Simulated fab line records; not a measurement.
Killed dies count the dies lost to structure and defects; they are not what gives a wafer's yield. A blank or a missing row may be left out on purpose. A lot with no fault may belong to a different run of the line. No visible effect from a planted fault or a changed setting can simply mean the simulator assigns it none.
fab line records ; flow berkeleyCmos170
[record] lots = 6; wafers = 18; lastDay = 11
route steps=331 shown CONTACT@226 M1@238
lots with no fault: from the same line, run without faults
startH: the number of hours between the record's first day and the start of the first shown wafer of the lot ; waitH: how many hours have passed since the lot's step before this one ; " same as the row above ; L1.1+2: several wafers, shown together as one row ; - no value, or no start was given ; * or withheld: withheld ; < > ~ a bound
route shown NAME@n: NAME is a module with steps in the file, n the number in the route of the first one ; usual: average and standard deviation across the fault-free wafers ; same: alike in all rows ; chamber/n: place in a boat ; sites: the reading at each site ; _std_site: the standard deviation of these ; _edge_site: mean of outer sites minus mean of inner sites ; radiusMm: how far each site lies from the wafer's centre ; mask NAME#n: copy n ; behind: tool/chamber where the wafer was last shaped ; hold: reason for holding the lot/hours on hold/outcome of the hold ; device: whichever transistor did not switch (one of n, p or np) ; end of line: tests run on the same wafers once the route is complete ; where a step has no rows: the recipe by itself ; killed: at the first sort, the dies lost to defects and structure; wafer yield is something else ; map: dies across one wafer; x = killed, . = not, _ = none there
set.NAME: the setting as run; set.NAME@STEP: as run at that earlier step ; model.NAME: the simulator's own value behind a step, which no gauge read
lots at some steps of the route; a table a step, a row a wafer
services: when a tool's chamber went out of use (startH, in hours from the record's first day, below 0 if earlier), for how many hours, and the reason
[[steps]]
[step UCB170_CONTACT_COAT_10]
[recipe] resist = KrF; spinRpm = 1500; resistThkNm = 900
[step UCB170_CONTACT_SOFTBAKE_11]
[recipe] resist = KrF; tempC = 130; timeS = 60
[step UCB170_CONTACT_EXPOSE_12]
[recipe] maskId = CONT; targetCdNm = 700; na = 0.5; sigmaOuter = 0.6; sourceShape = conventional; doseMj = 35
[step UCB170_CONTACT_PEB_13]
[recipe] pebTempC = 130; pebTimeS = withheld; resist = KrF
[step UCB170_CONTACT_DEVELOP_14]
[recipe] developer = TMAH; developTimeS = 45; resist = KrF; devTempC = 21
[step UCB170_CONTACT_CD_MEAS_15]
[recipe] targetCdNm = 700
[usual] cdNm = 699.9/1.5
lot.wafer;tool;chamber;startH;waitH;cdNm
L433.2;cdSem-02;-;170.89;-;698.3
L433.5;cdSem-02;-;170.89;-;699.4
L433.6;cdSem-02;-;170.89;-;698.1
L432.2;cdSem-01;-;171.14;-;699.3
L432.3;cdSem-01;-;171.14;-;698.9
L432.4;cdSem-01;-;171.14;-;699.9
L435.2;cdSem-02;-;189.71;-;699.7
L435.3;cdSem-02;-;189.71;-;700.2
L435.6;cdSem-02;-;189.71;-;698.7
L434.1;cdSem-01;-;190.10;-;700.9
L434.2;cdSem-01;-;190.10;-;702.0
L434.3;cdSem-01;-;190.10;-;699.9
L437.1;cdSem-02;-;208.64;-;698.6
L437.3;cdSem-02;-;208.64;-;697.7
L437.4;cdSem-02;-;208.64;-;697.5
L445.1;cdSem-02;-;232.48;-;699.9
L445.5;cdSem-02;-;232.48;-;700.6
L445.6;cdSem-02;-;232.48;-;700.6
[step UCB170_CONTACT_OVL_MEAS_16]
[usual] CONTACT_OVL = 2/5.4
lot.wafer;tool;chamber;startH;waitH;CONTACT_OVL[nm]
L433.2;overlay-01;-;170.99;0.1;10
L433.5;overlay-01;-;170.99;0.1;6
L433.6;overlay-01;-;170.99;0.1;0
L432.2;overlay-02;-;171.25;0.1;-2
L432.3;overlay-02;-;171.25;0.1;4
L432.4;overlay-02;-;171.25;0.1;-7
L435.2;overlay-01;-;189.82;0.1;-1
L435.3;overlay-01;-;189.82;0.1;-1
L435.6;overlay-01;-;189.82;0.1;6
L434.1;overlay-02;-;190.22;0.1;14
L434.2;overlay-02;-;190.22;0.1;1
L434.3;overlay-02;-;190.22;0.1;9
L437.1;overlay-01;-;208.76;0.1;-3
L437.3;overlay-01;-;208.76;0.1;-2
L437.4;overlay-01;-;208.76;0.1;-2
L445.1;overlay-01;-;232.60;0.1;6
L445.5;overlay-01;-;232.60;0.1;7
L445.6;overlay-01;-;232.60;0.1;-3
[step UCB170_CONTACT_ETCH_17]
[recipe] chemistry = N2/H2; targetDepthA = withheld; overetchA = withheld; target = BARC; timeS = withheld; sourceW = 500; biasW = 100; pressureMtorr = 30; n2FlowSccm = 100; h2FlowSccm = 200
[usual] drypumpMotorCurrentA = 5.9/0.43; oesProductAu = 0.994/0.015; throttleValvePct = 13.30/0.16
lot.wafer;tool;chamber;startH;waitH;drypumpMotorCurrentA;oesProductAu;throttleValvePct
L433.2;rieDiel-04;0;171.02;0.0;5.7;0.983;13.58
L433.5;rieDiel-04;2;171.02;0.0;5.3;1.018;13.08
L433.6;rieDiel-04;1;171.02;0.0;5.9;1.001;13.30
L432.2;rieDiel-01;3;171.28;0.0;6.3;1.000;13.10
L432.3;rieDiel-01;0;171.28;0.0;6.4;0.995;13.26
L432.4;rieDiel-01;2;171.28;0.0;5.5;0.994;13.35
L435.2;rieDiel-04;0;189.85;0.0;5.7;0.973;13.58
L435.3;rieDiel-04;2;189.85;0.0;5.3;1.010;13.07
L435.6;rieDiel-04;1;189.85;0.0;5.9;0.989;13.31
L434.1;rieDiel-01;0;190.26;0.0;6.4;0.990;13.27
L434.2;rieDiel-01;2;190.26;0.0;5.5;0.987;13.34
L434.3;rieDiel-01;1;190.26;0.0;6.0;1.021;13.54
L437.1;rieDiel-01;0;208.80;0.0;6.4;0.995;13.25
L437.3;rieDiel-01;3;208.80;0.0;6.2;1.008;13.10
L437.4;rieDiel-01;3;208.80;0.0;6.2;0.997;13.09
L445.1;rieDiel-01;1;232.64;0.0;6.0;1.007;13.54
L445.5;rieDiel-01;2;232.64;0.0;5.4;0.983;13.31
L445.6;rieDiel-01;3;232.64;0.0;6.2;1.007;13.09
[step UCB170_CONTACT_ETCH_18]
[recipe] chemistry = CHF3/CF4/Ar; target = PSG; stopOn = TiSi2; CHF3_flow_sccm = 45; cf4FlowSccm = 15; Ar_flow_sccm = 150; pressureMtorr = 200; rfW = 700; targetDepthA = 8400; overEtchFrac = 0.2; timeS = 195
[usual] CHF3_flow_sccm = 44.98/0.14; drypumpMotorCurrentA = 5.9/0.43; mfcArSccm = 150.0/0.48; oesProductAu = 0.890/0.012; throttleValvePct = 6.91/0.11
lot.wafer;tool;chamber;startH;waitH;CHF3_flow_sccm;drypumpMotorCurrentA;mfcArSccm;oesProductAu;rfHoursCounterH;throttleValvePct
L433.2;rieDiel-04;0;-;-;44.94;5.8;150.1;0.891;93;7.07
L433.5;rieDiel-04;2;-;-;45.30;5.3;150.6;0.889;-;6.80
L433.6;rieDiel-04;1;-;-;44.88;5.9;151.2;0.888;-;6.89
L432.2;rieDiel-01;3;-;-;45.16;6.2;150.4;0.905;4;6.76
L432.3;rieDiel-01;0;-;-;44.93;6.4;150.3;0.901;19;6.80
L432.4;rieDiel-01;2;-;-;44.90;5.5;150.9;0.890;-;6.96
L435.2;rieDiel-04;0;-;-;45.06;5.7;149.2;0.883;93;7.04
L435.3;rieDiel-04;2;-;-;44.94;5.3;149.8;0.891;1;6.80
L435.6;rieDiel-04;1;-;-;45.11;5.9;150.0;0.892;-;6.89
L434.1;rieDiel-01;0;-;-;45.02;6.4;150.9;0.890;20;6.79
L434.2;rieDiel-01;2;-;-;45.23;5.5;149.7;0.889;149;6.96
L434.3;rieDiel-01;1;-;-;44.96;6.0;149.8;0.890;1;7.06
L437.1;rieDiel-01;0;-;-;44.95;6.4;150.5;0.877;21;6.80
L437.3;rieDiel-01;3;-;-;44.79;6.3;150.8;0.901;5;6.76
L437.4;rieDiel-01;3;-;-;44.93;6.2;149.6;0.900;-;6.74
L445.1;rieDiel-01;1;-;-;44.96;6.0;150.3;0.875;3;7.07
L445.5;rieDiel-01;2;-;-;45.10;5.5;150.6;0.870;-;6.95
L445.6;rieDiel-01;3;-;-;45.36;6.2;149.6;0.891;-;6.76
[step UCB170_CONTACT_STRIP_19]
[recipe] chemistry = O2; powerW = 400; pressureMtorr = 3500; platenTempC = withheld; o2FlowSccm = 400; overashFraction = 0.5
[usual] drypumpMotorCurrentA = 5.8/0.61; o2FlowSccm = 399.9/1; oesProductAu = 0.726/0.004
lot.wafer;tool;chamber;startH;waitH;drypumpMotorCurrentA;o2FlowSccm;oesProductAu;rfHoursCounterH
L433.2;plasmaAsher-01;1;171.19;-;6.8;398.0;0.726;48
L433.5;plasmaAsher-01;0;171.19;-;5.4;398.7;0.718;-
L433.6;plasmaAsher-01;1;171.19;-;6.8;400.8;0.722;-
L432.2;plasmaAsher-03;0;171.44;-;5.2;398.3;0.724;38
L432.3;plasmaAsher-03;0;171.44;-;5.2;400.1;0.724;-
L432.4;plasmaAsher-03;1;171.44;-;5.6;399.3;0.725;-
L435.2;plasmaAsher-03;0;190.02;-;5.2;400.3;0.727;40
L435.3;plasmaAsher-03;0;190.02;-;5.2;399.4;0.727;-
L435.6;plasmaAsher-03;0;190.02;-;5.2;399.8;0.722;-
L434.1;plasmaAsher-01;1;190.42;-;6.8;400.2;0.726;50
L434.2;plasmaAsher-01;0;190.42;-;5.4;400.7;0.729;50
L434.3;plasmaAsher-01;1;190.42;-;6.8;401.4;0.720;-
L437.1;plasmaAsher-01;0;208.97;-;5.4;398.7;0.730;52
L437.3;plasmaAsher-01;1;208.97;-;6.8;399.8;0.725;-
L437.4;plasmaAsher-01;0;208.97;-;5.4;398.9;0.726;-
L445.1;plasmaAsher-01;0;232.81;-;5.4;398.2;0.721;56
L445.5;plasmaAsher-01;0;232.81;-;5.4;401.1;0.722;-
L445.6;plasmaAsher-01;1;232.81;-;6.8;401.9;0.731;-
[step UCB170_CONTACT_CD_MEAS_90]
[recipe] targetCdNm = 700
[usual] cdNm = 699.9/1.6
lot.wafer;tool;chamber;startH;waitH;cdNm
L433.2;cdSem-02;-;171.31;0.1;697.4
L433.5;cdSem-02;-;171.31;0.1;700.7
L433.6;cdSem-02;-;171.31;0.1;698.7
L432.2;cdSem-01;-;171.56;0.1;699.2
L432.3;cdSem-01;-;171.56;0.1;700.3
L432.4;cdSem-01;-;171.56;0.1;699.6
L435.2;cdSem-02;-;190.16;0.1;699.1
L435.3;cdSem-02;-;190.16;0.1;701.2
L435.6;cdSem-02;-;190.16;0.1;699.2
L434.1;cdSem-02;-;190.52;0.1;702.4
L434.2;cdSem-02;-;190.52;0.1;701.1
L434.3;cdSem-02;-;190.52;0.1;700.3
L437.1;cdSem-02;-;209.09;0.1;699.8
L437.3;cdSem-02;-;209.09;0.1;697.9
L437.4;cdSem-02;-;209.09;0.1;697.9
L445.1;cdSem-02;-;232.91;0.1;701.2
L445.5;cdSem-02;-;232.91;0.1;700.2
L445.6;cdSem-02;-;232.91;0.1;700.8
[step UCB170_CONTACT_CLEAN_20]
[recipe] chemistry = SPM; tempC = 120; timeS = 600
[step UCB170_M1_SPUTTER_00]
[recipe] material = Al; targetThkNm = 600; timeS = 80; powerW = 6000; chamberPressurePa = 0.5
[usual] chamberPressurePa = 0.5002/0.0011; throttleValvePct = 29.8/1.6
lot.wafer;tool;chamber;startH;waitH;chamberPressurePa;throttleValvePct
L433.2;pvdSputter-04;-;171.58;0.0;0.5005;31.7
L433.5;pvdSputter-04;-;171.58;0.0;0.4986;29.0
L433.6;pvdSputter-04;-;171.58;0.0;0.4996;27.0
L433.2;pvdSputter-04;-;171.81;0.2;0.4998;31.4
L433.5;pvdSputter-04;-;171.81;0.2;0.5021;29.2
L433.6;pvdSputter-04;-;171.81;0.2;0.5005;27.2
L432.2;pvdSputter-03;-;171.85;0.0;0.5009;28.1
L432.3;pvdSputter-03;-;171.85;0.0;0.5006;33.0
L432.4;pvdSputter-03;-;171.85;0.0;0.5007;30.3
L435.2;pvdSputter-04;-;190.46;0.0;0.4982;31.5
L435.3;pvdSputter-04;-;190.46;0.0;0.5000;31.6
L435.6;pvdSputter-04;-;190.46;0.0;0.5000;29.1
L434.1;pvdSputter-01;-;190.86;0.0;0.5006;28.6
L434.2;pvdSputter-01;-;190.86;0.0;0.4992;31.2
L434.3;pvdSputter-01;-;190.86;0.0;0.5006;29.3
L437.1;pvdSputter-04;-;209.40;0.0;0.4984;31.8
L437.3;pvdSputter-04;-;209.40;0.0;0.5005;28.8
L437.4;pvdSputter-04;-;209.40;0.0;0.4984;27.4
L437.1;pvdSputter-04;-;209.62;0.2;0.4992;31.6
L437.3;pvdSputter-04;-;209.62;0.2;0.4991;29.1
L437.4;pvdSputter-04;-;209.62;0.2;0.4999;27.1
L445.1;pvdSputter-01;-;233.62;0.0;0.4984;28.4
L445.5;pvdSputter-01;-;233.62;0.0;0.5012;29.7
L445.6;pvdSputter-01;-;233.62;0.0;0.5007;28.5
[step UCB170_M1_RS_MEAS_01]
[recipe] thkMeasGauge = four-point-probe; reads = Al_of_M1_SPUTTER_00
[usual] M1_AL_RS = 0.0488/0.0005
lot.wafer;tool;chamber;startH;waitH;M1_AL_RS[ohm/sq]
L433.2;filmMetro-03;-;171.92;0.1;0.0240
L433.5;filmMetro-03;-;171.92;0.1;0.0240
L433.6;filmMetro-03;-;171.92;0.1;0.0238
L432.2;filmMetro-02;-;171.94;0.1;0.0492
L432.3;filmMetro-02;-;171.94;0.1;0.0496
L432.4;filmMetro-02;-;171.94;0.1;0.0488
L435.2;filmMetro-02;-;190.54;0.1;0.0489
L435.3;filmMetro-02;-;190.54;0.1;0.0489
L435.6;filmMetro-02;-;190.54;0.1;0.0495
L434.1;filmMetro-03;-;190.92;0.0;0.0486
L434.2;filmMetro-03;-;190.92;0.0;0.0477
L434.3;filmMetro-03;-;190.92;0.0;0.0489
L437.1;filmMetro-02;-;209.68;0.0;0.0240
L437.3;filmMetro-02;-;209.68;0.0;0.0242
L437.4;filmMetro-02;-;209.68;0.0;0.0242
L445.1;filmMetro-01;-;233.68;0.0;0.0494
L445.5;filmMetro-01;-;233.68;0.0;0.0494
L445.6;filmMetro-01;-;233.68;0.0;0.0490
[step UCB170_M1_THK_MEAS_02]
[recipe] thkMeasGauge = xrf; reads = Al_of_M1_SPUTTER_00
[usual] M1_AL_THK = 601/7.2
lot.wafer;tool;chamber;startH;waitH;M1_AL_THK[nm]
L433.2;filmMetro-03;-;172.03;0.1;1226
L433.5;filmMetro-03;-;172.03;0.1;1220
L433.6;filmMetro-03;-;172.03;0.1;1238
L432.2;filmMetro-02;-;172.05;0.1;595
L432.3;filmMetro-02;-;172.05;0.1;589
L432.4;filmMetro-02;-;172.05;0.1;598
L435.2;filmMetro-02;-;190.65;0.1;602
L435.3;filmMetro-02;-;190.65;0.1;598
L435.6;filmMetro-02;-;190.65;0.1;593
L434.1;filmMetro-03;-;191.04;0.1;610
L434.2;filmMetro-03;-;191.04;0.1;617
L434.3;filmMetro-03;-;191.04;0.1;604
L437.1;filmMetro-02;-;209.80;0.1;1205
L437.3;filmMetro-02;-;209.80;0.1;1192
L437.4;filmMetro-02;-;209.80;0.1;1191
L445.1;filmMetro-01;-;233.80;0.1;597
L445.5;filmMetro-01;-;233.80;0.1;596
L445.6;filmMetro-01;-;233.80;0.1;602
[step UCB170_M1_COAT_03]
[recipe] resist = BARC; tempC = withheld; timeS = withheld; spinRpm = 3000; resistThkNm = withheld
[step UCB170_M1_COAT_04]
[recipe] resist = KrF; spinRpm = 1500; resistThkNm = 900
[step UCB170_M1_SOFTBAKE_05]
[recipe] resist = KrF; tempC = 130; timeS = 60
[step UCB170_M1_EXPOSE_06]
[recipe] maskId = METAL1; targetCdNm = 700; na = 0.5; sigmaOuter = 0.6; sourceShape = conventional; doseMj = 21
[step UCB170_M1_PEB_07]
[recipe] pebTempC = 130; pebTimeS = withheld; resist = KrF
[step UCB170_M1_DEVELOP_08]
[recipe] developer = TMAH; developTimeS = 45; resist = KrF; devTempC = 21
[step UCB170_M1_CD_MEAS_09]
[recipe] targetCdNm = 700
[usual] cdNm = 699.9/1.6
lot.wafer;tool;chamber;startH;waitH;cdNm
L433.2;cdSem-01;-;172.94;-;698.2
L433.5;cdSem-01;-;172.94;-;700.0
L433.6;cdSem-01;-;172.94;-;699.1
L432.2;cdSem-01;-;173.13;-;700.0
L432.3;cdSem-01;-;173.13;-;700.6
L432.4;cdSem-01;-;173.13;-;699.0
L435.2;cdSem-01;-;192.58;-;700.3
L435.3;cdSem-01;-;192.58;-;699.8
L435.6;cdSem-01;-;192.58;-;700.0
L434.1;cdSem-01;-;192.83;-;702.9
L434.2;cdSem-01;-;192.83;-;703.4
L434.3;cdSem-01;-;192.83;-;701.4
L437.1;cdSem-02;-;211.82;-;700.2
L437.3;cdSem-02;-;211.82;-;700.3
L437.4;cdSem-02;-;211.82;-;699.9
L445.1;cdSem-02;-;235.69;-;699.5
L445.5;cdSem-02;-;235.69;-;698.1
L445.6;cdSem-02;-;235.69;-;697.2
[step UCB170_M1_OVL_MEAS_10]
[usual] M1_OVL = 1/5.4
lot.wafer;tool;chamber;startH;waitH;M1_OVL[nm]
L433.2;overlay-01;-;173.05;0.1;6
L433.5;overlay-01;-;173.05;0.1;1
L433.6;overlay-01;-;173.05;0.1;0
L432.2;overlay-02;-;173.24;0.1;-4
L432.3;overlay-02;-;173.24;0.1;1
L432.4;overlay-02;-;173.24;0.1;-2
L435.2;overlay-02;-;192.71;0.1;7
L435.3;overlay-02;-;192.71;0.1;3
L435.6;overlay-02;-;192.71;0.1;4
L434.1;overlay-02;-;192.95;0.1;3
L434.2;overlay-02;-;192.95;0.1;11
L434.3;overlay-02;-;192.95;0.1;7
L437.1;overlay-01;-;211.94;0.1;10
L437.3;overlay-01;-;211.94;0.1;14
L437.4;overlay-01;-;211.94;0.1;3
L445.1;overlay-02;-;235.81;0.1;-5
L445.5;overlay-02;-;235.81;0.1;-4
L445.6;overlay-02;-;235.81;0.1;-2
[step UCB170_M1_ETCH_11]
[recipe] chemistry = N2/H2; targetDepthA = withheld; overetchA = withheld; target = BARC; timeS = withheld; sourceW = 500; biasW = 100; pressureMtorr = 30; n2FlowSccm = 100; h2FlowSccm = 200
[usual] drypumpMotorCurrentA = 5.9/0.46; oesProductAu = 0.991/0.014; throttleValvePct = 13.22/0.2
lot.wafer;tool;chamber;startH;waitH;drypumpMotorCurrentA;oesProductAu;throttleValvePct
L433.2;rieDiel-01;2;173.08;0.0;5.5;0.999;13.36
L433.5;rieDiel-01;3;173.08;0.0;6.2;1.005;13.09
L433.6;rieDiel-01;0;173.08;0.0;6.4;0.997;13.26
L432.2;rieDiel-02;1;173.27;0.0;5.6;0.959;12.91
L432.3;rieDiel-02;2;173.27;0.0;6.6;0.991;13.04
L432.4;rieDiel-02;3;173.27;0.0;6.4;0.996;13.51
L435.2;rieDiel-01;2;192.74;0.0;5.5;0.993;13.36
L435.3;rieDiel-01;3;192.74;0.0;6.3;0.996;13.11
L435.6;rieDiel-01;0;192.74;0.0;6.4;0.992;13.25
L434.1;rieDiel-04;2;192.99;0.0;5.3;0.997;13.08
L434.2;rieDiel-04;3;192.99;0.0;6.5;0.990;13.17
L434.3;rieDiel-04;0;192.99;0.0;5.8;0.968;13.57
L437.1;rieDiel-04;1;211.97;0.0;5.8;0.990;13.29
L437.3;rieDiel-04;3;211.97;0.0;6.5;0.993;13.17
L437.4;rieDiel-04;0;211.97;0.0;5.7;0.979;13.58
L445.1;rieDiel-02;2;235.85;0.0;6.5;0.988;13.03
L445.5;rieDiel-02;2;235.85;0.0;6.6;0.968;13.02
L445.6;rieDiel-02;0;235.85;0.0;5.3;0.983;13.26
[step UCB170_M1_METAL_ETCH_12]
[recipe] chemistry = Cl2/BCl3; target = Al; stopOn = PSG; pressureMtorr = 12; targetDepthA = 7800; overEtchFrac = 0.3; timeS = 130; icpW = 600; biasW = 120; Cl2_flow_sccm = 90; bcl3FlowSccm = 45
[usual] drypumpMotorCurrentA = 5.5/0.46; oesProductAu = 0.860/0.014; throttleValvePct = 24.43/0.19
lot.wafer;tool;chamber;startH;waitH;drypumpMotorCurrentA;oesProductAu;rfHoursCounterH;throttleValvePct;model.etch.depthNm;model.M1.featureDepthNm
L433.2;rieMetal-03;0;173.12;-;5.8;1.002;9;24.04;758.6;758.6
L433.5;rieMetal-03;1;173.12;-;5.7;1.017;-;24.41;771.9;771.9
L433.6;rieMetal-03;0;173.12;-;5.8;1.000;-;24.06;752;752
L432.2;rieMetal-04;1;173.31;-;5.1;0.859;0;24.48;592.3;630.9
L432.3;rieMetal-04;1;173.31;-;5.1;0.848;-;24.46;588.2;626.8
L432.4;rieMetal-04;0;173.31;-;4.9;0.843;-;24.88;596.8;633.7
L435.2;rieMetal-04;1;192.84;-;5.1;0.866;-;24.47;599.2;637.3
L435.3;rieMetal-04;1;192.84;-;5.1;0.854;-;24.48;596.6;634.8
L435.6;rieMetal-04;1;192.84;-;5.1;0.849;-;24.47;590.6;628.8
L434.1;rieMetal-02;1;193.03;-;6.2;0.865;5;24.36;599.7;637.9
L434.2;rieMetal-02;0;193.03;-;5.7;0.869;2;24.38;610.5;650.3
L434.3;rieMetal-02;1;193.03;-;6.2;0.867;-;24.37;594.4;632.6
L437.1;rieMetal-02;0;212.01;-;5.7;1.024;2;24.30;819.3;819.3
L437.3;rieMetal-02;0;212.01;-;5.7;1.029;-;24.31;817.8;817.8
L437.4;rieMetal-02;1;212.01;-;6.2;1.033;-;24.27;797.9;797.9
L445.1;rieMetal-03;1;235.91;-;5.7;0.856;10;24.48;590.6;628.2
L445.5;rieMetal-03;1;235.91;-;5.7;0.862;-;24.48;590.1;627.6
L445.6;rieMetal-03;0;235.91;-;5.8;0.875;-;24.12;594;630.4
[step UCB170_M1_STRIP_13]
[recipe] chemistry = O2; powerW = 400; pressureMtorr = 3500; platenTempC = withheld; o2FlowSccm = 400; overashFraction = 0.5
[usual] drypumpMotorCurrentA = 6.1/0.48; o2FlowSccm = 400.0/1.2; oesProductAu = 0.721/0.004
lot.wafer;tool;chamber;startH;waitH;drypumpMotorCurrentA;o2FlowSccm;oesProductAu;rfHoursCounterH
L433.2;plasmaAsher-02;0;173.25;0.1;6.2;402.3;0.720;47
L433.5;plasmaAsher-02;1;173.25;0.1;5.9;400.0;0.729;-
L433.6;plasmaAsher-02;0;173.25;0.1;6.2;402.2;0.723;-
L432.2;plasmaAsher-01;1;173.45;0.1;6.8;398.0;0.721;48
L432.3;plasmaAsher-01;0;173.45;0.1;5.4;400.3;0.719;-
L432.4;plasmaAsher-01;1;173.45;0.1;6.8;400.9;0.716;-
L435.2;plasmaAsher-02;0;193.13;0.2;6.2;399.1;0.718;49
L435.3;plasmaAsher-02;0;193.13;0.2;6.2;397.6;0.716;-
L435.6;plasmaAsher-02;1;193.13;0.2;5.9;401.1;0.718;-
L434.1;plasmaAsher-01;0;193.16;0.1;5.4;399.1;0.720;50
L434.2;plasmaAsher-01;1;193.16;0.1;6.9;398.0;0.717;50
L434.3;plasmaAsher-01;1;193.16;0.1;6.8;398.6;0.723;-
L437.1;plasmaAsher-02;1;212.15;0.1;5.9;399.4;0.721;52
L437.3;plasmaAsher-02;1;212.15;0.1;5.9;399.5;0.718;-
L437.4;plasmaAsher-02;0;212.15;0.1;6.2;401.4;0.711;-
L445.1;plasmaAsher-02;0;236.04;0.1;6.2;399.1;0.719;55
L445.5;plasmaAsher-02;1;236.04;0.1;5.9;399.2;0.717;-
L445.6;plasmaAsher-02;0;236.04;0.1;6.2;399.2;0.720;-
[[services]]
tool;chamber;startH;hours;kind
rieDiel-01;1;151.99;-;clean
rieDiel-01;1;151.99;26.2;scheduledDown
rieDiel-01;1;151.99;26.2;ventCycle
rieDiel-04;-;157.39;0.2;repair
rieDiel-04;-;157.63;11.1;repair
rieMetal-04;0;181.58;-;clean
rieMetal-04;0;181.58;26.9;scheduledDown
rieMetal-04;0;181.58;26.9;ventCycle
rieDiel-01;2;194.44;-;clean
rieDiel-01;2;194.44;17.0;scheduledDown
rieDiel-01;2;194.44;17.0;ventCycle
rieDiel-02;0;216.66;5.1;repair
rieDiel-02;3;220.19;25.9;repair
rieDiel-04;0;221.66;2.2;repair
rieDiel-02;2;223.53;10.1;repair
rieDiel-02;-;230.19;0.6;repair
rieDiel-02;1;232.70;8.4;repair
[[key]]
[firstSign] step = UCB170_M1_SPUTTER_00; reading = visit; direction = added
[effect] step = UCB170_M1_RS_MEAS_01; reading = M1_AL_RS; direction = down; sigmas = 49; usual = 0.0488; struck = 0.0240
[effect] step = UCB170_M1_THK_MEAS_02; reading = M1_AL_THK; direction = up; sigmas = 85; usual = 601; struck = 1212
[effect] step = UCB170_M1_METAL_ETCH_12; reading = oesProductAu; direction = up; sigmas = 11; usual = 0.860; struck = 1.018
[modelEffect] step = UCB170_M1_METAL_ETCH_12; value = etch.depthNm; without = 599.9; struck = 786.3
metAt UCB170_M1_SPUTTER_00
struckWafers L433.2,L433.5,L433.6,L437.1,L437.3,L437.4
laterRowsLeftOut L433.2,L433.5,L433.6,L437.1,L437.3,L437.4
sortLeftOut L433.2,L433.5,L433.6,L437.1,L437.3,L437.4
[fault] kind = repeatedStepWhole; tool = pvdSputter-01,pvdSputter-03,pvdSputter-04; chamber = -; onsetH = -; steps = UCB170_M1_SPUTTER_00; times = 1; scope = struckLotsOnly
// sortLeftOut: the simulated sort isn't trusted on such a fault, so these wafers' sort isn't shown, and their yield isn't known
// laterRowsLeftOut: the simulator's readings of these wafers behind a module that went badly wrong aren't trusted and aren't shown, but for the sort
